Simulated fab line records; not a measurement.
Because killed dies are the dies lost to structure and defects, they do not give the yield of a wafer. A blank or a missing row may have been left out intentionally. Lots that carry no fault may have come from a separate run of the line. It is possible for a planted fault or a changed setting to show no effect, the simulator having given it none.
Comparing a struck lot with a sound one | flow rit-cmos | 34 out of 202 route steps
Sound: the wafers L261.1, L261.4, L261.5. Struck: wafers L272.2, L272.3, L272.5. The cause comes at the end.
At each step with rows: each side's tool, then ch and its chambers, then its first start. Under that, the readings that differ: sound wafers | struck wafers | difference of the means | sigmas: that difference in standard deviations of wafers without a fault.
alike: words and numbers the same on both sides, and readings whose means are apart by under 2 such deviations; not compared: readings that were withheld, readings missing a value for some wafer, numbers with overlapping values and no deviation given by the record, and bounds like >300 which may hide the same value.
A row with sigmas, a row that says differs or no value, or rows on one side alone: a step with any of these is where the two part. Numbers that don't overlap but have no deviation are shown without sigmas and don't part them. A reading missing from all wafers of one side parts the sides only when that side holds two or more wafers.

first, 2 steps without rows for these wafers: RIT_SPACER_CLEAN_02 (cleans in SC2, time 600 s); RIT_SPACER_CVD_03 (deposits Si3N4 from SiH2Cl2/NH3, target thk 250 nm, time 3300 s).
RIT_SPACER_THK_MEAS_04:
  sound on film-metro-02, day 3 23:07; struck on film-metro-02, day 6 13:58
  alike: SPACER_NITRIDE_THK
RIT_SPACER_ETCHBACK_05: etches Si3N4 in SF6/CHF3, stops on SiO2, target depth 250 nm, time 240 s.
  sound on rie-diel-02 ch 0,1,2, day 3 23:10; struck on rie-diel-01 ch 1,2,3, day 6 14:01
  alike: drypump-motor-current-A, oes-product-au, rf-fwd-power-W, throttle-valve-pct
  not compared: rf-hours-counter-h
then, 6 steps without rows for these wafers: RIT_NSD_HMDS_00 (prime time 60 s); RIT_NSD_COAT_01 (resist thk 1000 nm); RIT_NSD_SOFTBAKE_02 (time 60 s); RIT_NSD_EXPOSE_03 (exposes mask M9, target cd 40700 nm); RIT_NSD_PEB_04; RIT_NSD_DEVELOP_05 (develop time 50 s).
RIT_NSD_OVL_MEAS_06:
  sound on overlay-01, day 4 00:18; struck on overlay-01, day 6 15:14
  alike: NSD_OVL
then, 1 step without rows for these wafers: RIT_NSD_HARDBAKE_07 (time 60 s).
RIT_NSD_IMPLANT_08:
  sound on implanter-03 ch 0, day 4 00:29; struck on implanter-01 ch 0, day 6 15:26
  reading            | sound                           | struck                          | difference  | sigmas
  dose-ions-cm2      | 1.0002e+15 9.993e+14 1.0002e+15 | 1.1694e+15 1.1693e+15 1.169e+15 | +1.6933e+14 | +99 or more
  faraday-current-uA | 3159 3212 3166                  | 3672 3722 3608                  | +488        | +8
RIT_NSD_STRIP_09: strips in O2, time 180 s.
  sound on plasma-asher-03 ch 0,1, day 4 00:38; struck on plasma-asher-03 ch 0, day 6 15:34
  alike: drypump-motor-current-A
  not compared: rf-hours-counter-h
RIT_NSD_TW_MEAS_10:
  sound on film-metro-02, day 4 00:49; struck on film-metro-03, day 6 15:45
  reading | sound          | struck         | difference | sigmas
  NSD_TW  | 3156 3146 3156 | 3240 3229 3243 | +85        | +6
then, 6 steps without rows for these wafers: RIT_PSD_HMDS_00 (prime time 60 s); RIT_PSD_COAT_01 (resist thk 1000 nm); RIT_PSD_SOFTBAKE_02 (time 60 s); RIT_PSD_EXPOSE_03 (exposes mask M10, target cd 40900 nm); RIT_PSD_PEB_04; RIT_PSD_DEVELOP_05 (develop time 50 s).
RIT_PSD_OVL_MEAS_06:
  sound on overlay-01, day 4 01:43; struck on overlay-01, day 6 17:05
  alike: PSD_OVL
then, 2 steps without rows for these wafers: RIT_PSD_HARDBAKE_07 (time 60 s); RIT_PSD_IMPLANT_08.
RIT_PSD_STRIP_09: strips in O2, time 180 s.
  sound on plasma-asher-03 ch 0,1, day 4 02:03; struck on plasma-asher-04 ch 0,1, day 6 17:25
  alike: drypump-motor-current-A
  not compared: rf-hours-counter-h
RIT_PSD_TW_MEAS_10:
  sound on film-metro-01, day 4 02:14; struck on film-metro-02, day 6 17:36
  alike: PSD_TW
then, 3 steps without rows for these wafers: RIT_SDANNEAL_CLEAN_00 (cleans in SC1, time 600 s); RIT_SDANNEAL_CLEAN_01 (cleans in dHF, time 30 s); RIT_SDANNEAL_CLEAN_02 (cleans in SC2, time 600 s).
RIT_SDANNEAL_RTA_03: time 5 s.
  sound on rtp-anneal-02 ch 0, day 4 02:39; struck on rtp-anneal-02 ch 0, day 6 18:02
  reading        | sound             | struck            | difference | sigmas
  chamber-o2-ppm | 1.993 1.994 2.000 | 2.019 2.042 2.067 | +0.047     | +2
  alike: wafer_temp_C_max
RIT_SDANNEAL_RS_MEAS_04: a four-point-probe measurement.
  sound on film-metro-01, day 4 02:43; struck on film-metro-02, day 6 18:05
  alike: PSD_RS
RIT_SDANNEAL_RS_MEAS_05: a four-point-probe measurement.
  sound on film-metro-01, day 4 02:50; struck on film-metro-02, day 6 18:13
  reading         | sound             | struck            | difference | sigmas
  NSD_RS (ohm/sq) | 84.18 84.15 84.53 | 74.77 74.89 74.62 | -9.53      | -37
RIT_SDANNEAL_RS_MEAS_06: a four-point-probe measurement.
  sound on film-metro-01, day 4 02:57; struck on film-metro-02, day 6 18:20
  reading          | sound             | struck            | difference | sigmas
  PLDD_RS (ohm/sq) | 177.5 177.4 177.6 | 178.7 179.1 179.2 | +1.5       | +3
RIT_M1_PROBE_99:
  sound on prober-02, day 4 09:57; struck on prober-01, day 7 01:43
  reading                               | sound             | struck            | difference | sigmas
  model.etest.contact-nplus.end-ohm-um  | 41.69 42.18 41.18 | 34.03 33.38 33.52 | -8.04      |
  model.etest.nmos_0p15.tox-inv-nm (nm) | 4.454 4.542 4.549 | 4.329 4.382 4.392 | -0.147     |
  alike: killed-at-contacts, killed-at-front-end, killed-dies, killed-open, killed-short
  not compared: model.etest.nmos_0p3.r-on-ohm-um

WHERE THEY PART
First at RIT_NSD_IMPLANT_08; last, within this record, at RIT_SDANNEAL_RS_MEAS_06. Later steps at which nothing parts them and some readings are alike: RIT_M1_PROBE_99.

WHY: what the simulator had put in
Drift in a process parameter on implanter-01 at RIT_NSD_IMPLANT_08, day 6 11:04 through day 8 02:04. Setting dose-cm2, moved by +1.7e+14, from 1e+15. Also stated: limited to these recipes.
